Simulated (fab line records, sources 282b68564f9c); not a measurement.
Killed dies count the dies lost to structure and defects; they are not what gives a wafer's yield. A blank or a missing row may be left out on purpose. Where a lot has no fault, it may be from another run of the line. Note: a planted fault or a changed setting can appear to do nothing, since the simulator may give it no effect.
Which tool is to blame? ; flow ritCmos ; 15 lots with 45 wafers sampled at 2 steps, on a route of 202 steps

## WHAT EACH GAUGE READ, for each wafer
RIT_GATE_THK_MEAS_09. Usual: GATE_POLY_THK 248.0 nm, standard deviation 2.2.
lot;measured;on;GATE_POLY_THK (nm);flag
L704;day 2 11:47;filmMetro-04;247.6 246.4 249.1;
L705;day 2 16:52;filmMetro-03;248.8 248.7 245.9;
L708;day 3 07:03;filmMetro-02;249.1 248.2 247.9;
L710;day 3 17:19;filmMetro-03;246.3 245.2 246.2;
L711;day 3 23:22;filmMetro-04;249.2 248.7 246.7;
L712;day 4 04:28;filmMetro-04;251.3 250.8 252.3;
L713;day 4 08:25;filmMetro-02;346.3 349.0 348.4;OFF
L715;day 4 17:44;filmMetro-04;350.8 353.6 348.8;OFF
L716;day 5 01:41;filmMetro-04;348.9 351.5 348.0;OFF
L718;day 5 09:22;filmMetro-04;244.5 248.1 248.2;
L722;day 6 05:09;filmMetro-02;247.7 246.5 245.8;
L723;day 6 11:29;filmMetro-03;250.6 250.2 249.7;
L725;day 7 00:52;filmMetro-02;247.2 247.2 245.1;
L726;day 7 02:28;filmMetro-03;244.6 245.9 245.7;
L727;day 7 08:53;filmMetro-03;248.9 248.0 247.5;

## EACH LOT AND THE TOOL THAT RAN IT (in order: tool; ch and the chambers of the sampled wafers; start)
lot;RIT_GATE_CVD_08
L704;lpcvd-01 ch 1, day 2 10:09
L705;lpcvd-01 ch 1, day 2 15:14
L708;lpcvd-02 ch 1, day 3 05:26
L710;lpcvd-01 ch 0, day 3 15:41
L711;lpcvd-02 ch 1, day 3 21:44
L712;lpcvd-02 ch 1, day 4 02:50
L713;lpcvd-02 ch 1, day 4 06:47
L715;lpcvd-02 ch 1, day 4 16:07
L716;lpcvd-02 ch 1, day 5 00:04
L718;lpcvd-01 ch 0, day 5 07:44
L722;lpcvd-01 ch 0, day 6 03:32
L723;lpcvd-01 ch 1, day 6 09:51
L725;lpcvd-01 ch 1, day 6 23:14
L726;lpcvd-01 ch 0, day 7 00:51
L727;lpcvd-02 ch 1, day 7 07:15
- RIT_GATE_CVD_08: deposits poly-Si from SiH4, target thk 250 nm, time 2220 s.

## AS READ BY THE TOOLS THEMSELVES (means over the sampled wafers that have a number; for cases with no such wafer, the mark the record gives instead)
RIT_GATE_CVD_08. Usual: sih4FlowSccm 100.0 sccm, standard deviation 0.34; spikeTcCentreC 612.2 C, standard deviation 1.1; spikeTcLoadC 632.3 C, standard deviation 2.2; spikeTcSourceC 629.4 C, standard deviation 2.5; susceptorTempC 609.94 C, standard deviation 0.27.
lot;tool;sih4FlowSccm (sccm);spikeTcCentreC (C);spikeTcLoadC (C);spikeTcSourceC (C);susceptorTempC (C);flag
L704;lpcvd-01;100.4;612.2;630.3;629.1;609.99;
L705;lpcvd-01;100.3;611.9;630.4;628.5;609.90;
L708;lpcvd-02;99.6;613.0;635.6;631.0;610.13;
L710;lpcvd-01;99.3;612.4;631.0;625.2;609.77;
L711;lpcvd-02;100.2;611.1;635.7;631.3;610.07;
L712;lpcvd-02;100.1;611.9;635.4;631.0;609.98;
L713;lpcvd-02;100.1;626.0;649.5;645.7;624.56;OFF
L715;lpcvd-02;100.2;626.5;649.9;646.2;624.34;OFF
L716;lpcvd-02;100.3;625.5;649.2;645.0;624.06;OFF
L718;lpcvd-01;99.7;612.3;630.2;626.3;609.95;
L722;lpcvd-01;100.1;613.4;630.3;625.0;610.00;
L723;lpcvd-01;99.8;612.0;630.3;629.2;610.55;
L725;lpcvd-01;100.1;611.4;630.7;628.7;610.03;
L726;lpcvd-01;99.9;613.0;630.3;626.6;609.98;
L727;lpcvd-02;100.3;612.4;633.5;631.0;609.61;

## THE ANSWER, worked out from the rows above alone
Rule: lot off if the mean of its wafers having a number is beyond 3 standard deviations from the usual mean. A lot without any number at a reading at which 4 lots or more have one is off too. The other lots that the step has rows for count as sound. First the gauges in route order, then the tools' own readings, where a lot's mean is used as printed above. At the first step where some lot is off, the reading lying furthest off is the one used; lots without a number count as furthest.
Off: L713, L715, L716, seen at RIT_GATE_THK_MEAS_09 (GATE_POLY_THK).
A tool fits if, at a process step before that reading, it ran every lot that is off, and no sound lot after the first of them. The gauges at RIT_GATE_THK_MEAS_09 aren't tried: what is off there is off at RIT_GATE_CVD_08 too, on other tools, and a gauge's error can't cause that. Not one of the candidates tried fits.

## WHAT WAS PUT IN BY THE SIMULATOR
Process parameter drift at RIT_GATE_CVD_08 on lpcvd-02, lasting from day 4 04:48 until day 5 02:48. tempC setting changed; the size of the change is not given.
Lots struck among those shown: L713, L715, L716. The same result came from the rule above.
